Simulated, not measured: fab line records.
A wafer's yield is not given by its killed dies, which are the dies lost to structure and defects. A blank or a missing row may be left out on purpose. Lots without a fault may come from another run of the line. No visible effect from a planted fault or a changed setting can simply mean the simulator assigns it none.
Split-lot experiment | flow rit-cmos | 23 wafers read across 5 lots, on a route 202 steps long

== THE SPLIT ==
At RIT_ACTIVE_OXIDATION_01 (target thk 46.8 nm, ox time 3360 s), the setting ox-time-s was moved away from the recipe's 3360 s on 15 of the 23 wafers read, by -11.5% to +6.7%. All remaining wafers had this setting at the recipe value.

Between the split and the reading, the file records no step.

== THE READING ==
ACTIVE_OXIDE_THK in nanometres, read at RIT_ACTIVE_THK_MEAS_02. On this fab line, fault-free wafers typically give 46.6 nm with a standard deviation of 0.85 nm.

wafer  | tool, chamber at the split | ox-time-s as run, s | against the recipe | ACTIVE_OXIDE_THK, nm | against lot-mates on the recipe
L075.2 | -, -                       | 3506                | +4.3%              | 48.1                 | no lot-mate on the recipe
L075.3 | -, -                       | 3506                | +4.3%              | 47.5                 | no lot-mate on the recipe
L075.4 | -, -                       | 3506                | +4.3%              | 47.9                 | no lot-mate on the recipe
L075.5 | -, -                       | 3506                | +4.3%              | 48.2                 | no lot-mate on the recipe
L075.6 | -, -                       | 3506                | +4.3%              | 47.9                 | no lot-mate on the recipe
L076.1 | -, -                       | 3360                | recipe             | 48.4                 | -
L076.3 | -, -                       | 3360                | recipe             | 47.1                 | -
L076.4 | -, -                       | 3360                | recipe             | 47.5                 | -
L076.5 | -, -                       | 3360                | recipe             | 47.5                 | -
L076.6 | -, -                       | 3360                | recipe             | 47.8                 | -
L077.1 | -, -                       | 3585                | +6.7%              | 50.1                 | no lot-mate on the recipe
L077.3 | -, -                       | 3585                | +6.7%              | 50.4                 | no lot-mate on the recipe
L077.4 | -, -                       | 3585                | +6.7%              | 48.8                 | no lot-mate on the recipe
L077.5 | -, -                       | 3585                | +6.7%              | 50.1                 | no lot-mate on the recipe
L077.6 | -, -                       | 3585                | +6.7%              | 48.8                 | no lot-mate on the recipe
L078.1 | -, -                       | 2975                | -11.5%             | 42.2                 | no lot-mate on the recipe
L078.2 | -, -                       | 2975                | -11.5%             | 41.5                 | no lot-mate on the recipe
L078.3 | -, -                       | 2975                | -11.5%             | 42.1                 | no lot-mate on the recipe
L078.4 | -, -                       | 2975                | -11.5%             | 42.4                 | no lot-mate on the recipe
L078.6 | -, -                       | 2975                | -11.5%             | 41.4                 | no lot-mate on the recipe
L079.4 | furnace-01, 0              | 3360                | recipe             | 46.4                 | -
L079.5 | furnace-01, 0              | 3360                | recipe             | 46.2                 | -
L079.6 | furnace-01, 0              | 3360                | recipe             | 46.3                 | -

THE FIT
A straight line over all 23 wafers: ACTIVE_OXIDE_THK changes by +0.409 nm for each +1% of ox-time-s; r = +0.97; the points scatter about the line by 0.73 nm.
Too few moved wafers have a lot-mate on the recipe to fit a line with each lot's own level taken away.

== THE WHOLE CHAIN: every reading that the file lists as answering this split, in the file's order ==
step                    | what it does                                                        | reading                                                                             | change (the file's fit)               | r (the file's)
RIT_ACTIVE_OXIDATION_01 | target thk 46.8 nm, ox time 3360 s                                  | SiO2_of_ACTIVE_OXIDATION_01.thk-nm (the simulator's own value, which no gauge read) | +0.409 nm for each +1% of the setting | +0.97
RIT_ACTIVE_THK_MEAS_02  |                                                                     | ACTIVE_OXIDE_THK                                                                    | +0.41 for each +1% of the setting     | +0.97
RIT_ACTIVE_ETCH_13      | etches Si3N4 in SF6, stops on SiO2, time 210 s, target depth 210 nm | SiO2_of_ACTIVE_OXIDATION_01.thk-nm (the simulator's own value, which no gauge read) | +0.419 nm for each +1% of the setting | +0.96
RIT_FOX2_WET_ETCH_03    | etches Si3N4 in H3PO4, target depth 195 nm, time 2700 s             | SiO2_of_ACTIVE_OXIDATION_01.thk-nm (the simulator's own value, which no gauge read) | +0.341 nm for each +1% of the setting | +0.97

== FILE'S OWN FIT ==
ACTIVE_OXIDE_THK changes by +0.41 nm for each +1% of ox-time-s, r = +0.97.
